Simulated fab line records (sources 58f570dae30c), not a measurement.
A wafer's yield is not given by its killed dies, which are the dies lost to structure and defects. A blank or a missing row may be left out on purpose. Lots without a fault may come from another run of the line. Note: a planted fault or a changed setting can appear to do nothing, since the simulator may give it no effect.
Check for tools in common -- flow berkeley cmos170 -- Sample size 14 lots and 42 wafers

THE REASON FOR OPENING IT
Of 14 lots, 2 have the reading SILICIDE_TI_RS flagged at UCB170_SILICIDE_RS_MEAS_02. No-fault wafers: 26.0 ohm/sq, standard deviation 0.35.
Rule: a lot is flagged in two cases, either no wafer of it has a number, or all its wafers with numbers fall more than 4 standard deviations from that mean. The other lots count as sound.

lot,measured,on,"SILICIDE_TI_RS (ohm/sq), wafer by wafer",flag
L963,day 6 06:34,film metro-03,26.6 26.0 26.1,
L966,day 7 09:34,film metro-02,25.1 25.4 25.9,
L968,day 7 22:01,film metro-02,26.7 26.7 26.3,
L969,day 7 22:15,film metro-02,25.7 25.8 25.6,
L972,day 9 07:16,film metro-03,25.6 25.7 25.8,
L975,day 9 07:59,film metro-03,25.8 25.3 25.2,
L974,day 9 12:38,film metro-02,26.0 26.3 26.0,
L976,day 9 20:44,film metro-03,26.1 26.6 25.9,
L977,day 9 21:21,film metro-02,26.0 26.1 25.7,
L978,day 10 05:50,film metro-02,26.4 25.9 25.9,
L979,day 10 06:05,film metro-03,25.5 25.2 25.6,
L981,day 10 13:40,film metro-04,21.6 21.7 21.8,FLAGGED
L984,day 11 13:17,film metro-04,21.8 21.8 21.8,FLAGGED
L986,day 11 14:13,film metro-02,25.5 25.5 25.6,
The mean of the flagged lots' numbers is 21.8 ohm/sq, -4.2 ohm/sq from the usual (-12 standard deviations).

LOT BY LOT: THE TOOL USED
The record holds 1 process step before the reading, out of a route of 331 steps. Each cell gives the tool, then ch followed by the chambers the sampled wafers passed through, then the start.
lot,flag,UCB170_SILICIDE_SPUTTER_01
L963,,"pvd sputter-03, day 6 06:32"
L966,,"pvd sputter-01, day 7 09:32"
L968,,"pvd sputter-03, day 7 21:58"
L969,,"pvd sputter-02, day 7 22:12"
L972,,"pvd sputter-01, day 9 07:14"
L975,,"pvd sputter-02, day 9 07:56"
L974,,"pvd sputter-01, day 9 12:37"
L976,,"pvd sputter-03, day 9 20:41"
L977,,"pvd sputter-02, day 9 21:17"
L978,,"pvd sputter-02, day 10 05:47"
L979,,"pvd sputter-01, day 10 05:59"
L981,FLAGGED,"pvd sputter-01, day 10 13:38"
L984,FLAGGED,"pvd sputter-01, day 11 13:14"
L986,,"pvd sputter-03, day 11 14:09"
What the steps here do:
- UCB170_SILICIDE_SPUTTER_01: material Ti, target thk 30 nm, time 25 s.
- UCB170_SILICIDE_RS_MEAS_02: measures by four-point-probe.

FLAGGED AGAINST TOTAL, ONE TOOL AT A TIME (gauges that did the reading follow at the end)
step,tool,lots run,flagged,share of the flagged lots,sound lots run after its first flagged lot
UCB170_SILICIDE_SPUTTER_01,pvd sputter-01,6,2,all,0
UCB170_SILICIDE_SPUTTER_01,pvd sputter-02,4,0,none,-
UCB170_SILICIDE_SPUTTER_01,pvd sputter-03,4,0,none,-
UCB170_SILICIDE_RS_MEAS_02,film metro-02,7,0,none,-
UCB170_SILICIDE_RS_MEAS_02,film metro-03,5,0,none,-
UCB170_SILICIDE_RS_MEAS_02,film metro-04,2,2,all,0

WHAT IS ALLOWED BY THE TABLE
2 rows of the table ran every flagged lot: pvd sputter-01 at UCB170_SILICIDE_SPUTTER_01, film metro-04 at UCB170_SILICIDE_RS_MEAS_02.
- pvd sputter-01 at UCB170_SILICIDE_SPUTTER_01: 2 of its 6 lots flagged. Its last sound lot is L979 (day 10 05:59), its first flagged lot L981 (day 10 13:38): a fault that began between those two fits. Its own readings lie more than 4 standard deviations out on every wafer of the flagged lots: cathode dc power W.
- film metro-04 at UCB170_SILICIDE_RS_MEAS_02: 2 of its 2 lots flagged. In this sample it ran no sound lot ahead of its first flagged lot, so there is no way to narrow down the start.
Counting lots can't tell these 2 tools apart, because each fits a fault that began at some hour. More lots, or a look at what each step does to the wafer, might.

WHAT THE SIMULATOR PUT IN
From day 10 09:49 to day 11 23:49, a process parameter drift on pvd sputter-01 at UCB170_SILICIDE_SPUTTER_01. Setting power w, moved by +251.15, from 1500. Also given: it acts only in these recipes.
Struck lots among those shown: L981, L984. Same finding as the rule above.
